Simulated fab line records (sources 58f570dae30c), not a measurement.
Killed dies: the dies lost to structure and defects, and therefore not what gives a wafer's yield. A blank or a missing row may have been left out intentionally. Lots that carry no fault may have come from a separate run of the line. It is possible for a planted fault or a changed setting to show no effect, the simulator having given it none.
Shared-tool check + flow berkeley cmos170 + Sample size 14 lots and 42 wafers

== WHY THIS WAS OPENED ==
UCB170_SILICIDE_RS_MEAS_02, reading SILICIDE_TI_RS: flagged on 2 of 14 lots. Wafers without a fault read 26.1 ohm/sq, standard deviation 0.38.
Rule: flag the lot when none of its wafers has a number, or when each of its wafers that has one lies beyond 4 standard deviations from that mean. The other lots count as sound.

| lot  | measured     | on            | SILICIDE_TI_RS (ohm/sq), wafer by wafer | flag    |
|------|--------------|---------------|-----------------------------------------|---------|
| L196 | day 6 18:55  | film metro-03 | 26.4 26.3 26.0                          |         |
| L195 | day 6 19:07  | film metro-03 | 26.5 26.2 26.2                          |         |
| L194 | day 6 19:35  | film metro-04 | 27.1 26.9 27.1                          |         |
| L197 | day 7 21:48  | film metro-04 | 26.2 26.1 26.5                          |         |
| L198 | day 7 22:28  | film metro-04 | 11.9 11.9 12.0                          | FLAGGED |
| L204 | day 9 10:16  | film metro-04 | 11.8 11.8 11.7                          | FLAGGED |
| L208 | day 9 14:04  | film metro-04 | 25.9 25.3 25.6                          |         |
| L207 | day 9 14:23  | film metro-03 | 25.8 25.9 25.9                          |         |
| L211 | day 10 09:13 | film metro-03 | 26.1 25.7 25.9                          |         |
| L212 | day 10 10:13 | film metro-03 | 26.1 26.4 26.4                          |         |
| L215 | day 11 05:03 | film metro-04 | 25.5 25.9 25.7                          |         |
| L216 | day 11 05:10 | film metro-01 | 26.2 26.4 25.9                          |         |
| L214 | day 11 05:21 | film metro-04 | 26.4 26.3 26.1                          |         |
| L217 | day 11 05:37 | film metro-01 | 25.9 25.3 26.0                          |         |
The numbers of the flagged lots are 11.8 ohm/sq on average: -14.3 ohm/sq against the usual, or -38 standard deviations.

== LOT BY LOT: THE TOOL USED ==
The record keeps 1 process step preceding the reading, out of 331 steps on the route. Each cell gives the tool, then ch followed by the chambers the sampled wafers passed through, then the start.
| lot  | flag    | UCB170_SILICIDE_SPUTTER_01   |
|------|---------|------------------------------|
| L196 |         | pvd sputter-02, day 6 18:52  |
| L195 |         | pvd sputter-04, day 6 19:02  |
| L194 |         | pvd sputter-01, day 6 19:34  |
| L197 |         | pvd sputter-04, day 7 21:46  |
| L198 | FLAGGED | pvd sputter-01, day 7 22:06  |
| L204 | FLAGGED | pvd sputter-02, day 9 09:58  |
| L208 |         | pvd sputter-02, day 9 14:01  |
| L207 |         | pvd sputter-04, day 9 14:22  |
| L211 |         | pvd sputter-01, day 10 09:10 |
| L212 |         | pvd sputter-04, day 10 10:10 |
| L215 |         | pvd sputter-02, day 11 05:00 |
| L216 |         | pvd sputter-01, day 11 05:06 |
| L214 |         | pvd sputter-04, day 11 05:14 |
| L217 |         | pvd sputter-02, day 11 05:35 |
These steps, and what they do:
- UCB170_SILICIDE_SPUTTER_01: material Ti, target thk 30 nm, time 25 s.
- UCB170_SILICIDE_RS_MEAS_02: measures by four-point-probe.

== FLAGGED AGAINST TOTAL, ONE TOOL AT A TIME (gauges that did the reading follow at the end) ==
| step                       | tool           | lots run | flagged | share of the flagged lots | sound lots run after its first flagged lot |
|----------------------------|----------------|----------|---------|---------------------------|--------------------------------------------|
| UCB170_SILICIDE_SPUTTER_01 | pvd sputter-01 | 4        | 1       | some                      | 2 (L211,L216)                              |
| UCB170_SILICIDE_SPUTTER_01 | pvd sputter-02 | 5        | 1       | some                      | 3 (L208,L215,L217)                         |
| UCB170_SILICIDE_SPUTTER_01 | pvd sputter-04 | 5        | 0       | none                      | -                                          |
| UCB170_SILICIDE_RS_MEAS_02 | film metro-01  | 2        | 0       | none                      | -                                          |
| UCB170_SILICIDE_RS_MEAS_02 | film metro-03  | 5        | 0       | none                      | -                                          |
| UCB170_SILICIDE_RS_MEAS_02 | film metro-04  | 7        | 2       | all                       | 3 (L208,L215,L214)                         |

== WHAT IS ALLOWED BY THE TABLE ==
In the table, 1 row covers all flagged lots: film metro-04 at UCB170_SILICIDE_RS_MEAS_02.
- film metro-04 at UCB170_SILICIDE_RS_MEAS_02 ran 7 lots, 2 of them flagged. Sound lots followed the first flagged one (L208, L215, L214) on it, something a lasting fault affecting the whole tool could not allow.
None of the table's rows ran every flagged lot and, after the first, no sound lot.

== WHAT THE SIMULATOR PUT IN ==
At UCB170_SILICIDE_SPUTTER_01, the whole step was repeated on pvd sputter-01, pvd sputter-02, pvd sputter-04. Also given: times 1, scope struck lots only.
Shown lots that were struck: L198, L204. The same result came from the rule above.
